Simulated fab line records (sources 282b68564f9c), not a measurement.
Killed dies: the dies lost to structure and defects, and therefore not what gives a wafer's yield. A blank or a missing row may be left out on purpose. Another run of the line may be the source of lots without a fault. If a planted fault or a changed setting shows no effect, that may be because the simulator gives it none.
Which tool did it?	flow rit cmos	7 lots with 21 wafers sampled at 2 steps, on a route of 202 steps

## WHAT EACH GAUGE READ, for each wafer
RIT_GATE_CD_MEAS_16: the cd target is 150 nm.
lot	measured	on	cd nm (nm)
L331	day 2 17:02	cd sem-02	148.9 146.7 146.5
L333	day 3 05:01	cd sem-01	154.5 151.9 155.3
L336	day 3 17:41	cd sem-02	152.4 149.2 150.3
L339	day 4 09:41	cd sem-02	146.5 148.6 145.7
L345	day 5 18:15	cd sem-02	150.4 148.7 149.0
L347	day 6 02:54	cd sem-01	152.2 150.8 151.2
L352	day 7 03:01	cd sem-01	149.2 149.6 151.3

## WHICH TOOL RAN EACH LOT (tool, then ch and the chambers of the sampled wafers, then the start)
lot	RIT_PRETRO_STRIP_09
L331	plasma asher-02 ch 0,1, day 2 12:21
L333	plasma asher-01 ch 0, day 2 23:25
L336	plasma asher-04 ch 0,1, day 3 12:55
L339	plasma asher-01 ch 0,1, day 4 04:56
L345	plasma asher-04 ch 0,1, day 5 11:19
L347	plasma asher-01 ch 0,1, day 5 22:07
L352	plasma asher-02 ch 0,1, day 6 22:10
- RIT_PRETRO_STRIP_09: strips in O2, time 180 s.

## THE ANSWER, worked out from the rows above alone
Rule: usual is defined by the lots themselves. Put in order of their means at a reading, lots are off if they are a third of the lots or fewer, leave a main group of 4 or more, and stand apart from it by a gap of 3 or more times the standard deviation of the main group's means; of several such gaps the widest counts. A main group whose means are all the same, to the digits that the tables above print for the reading, isn't used. Also off: a lot with no number at a reading for which 4 or more lots have one. All remaining lots with rows at the step are treated as sound.
None of the lots is off at any reading shown; this tells nothing.

## WHAT WAS PUT IN BY THE SIMULATOR
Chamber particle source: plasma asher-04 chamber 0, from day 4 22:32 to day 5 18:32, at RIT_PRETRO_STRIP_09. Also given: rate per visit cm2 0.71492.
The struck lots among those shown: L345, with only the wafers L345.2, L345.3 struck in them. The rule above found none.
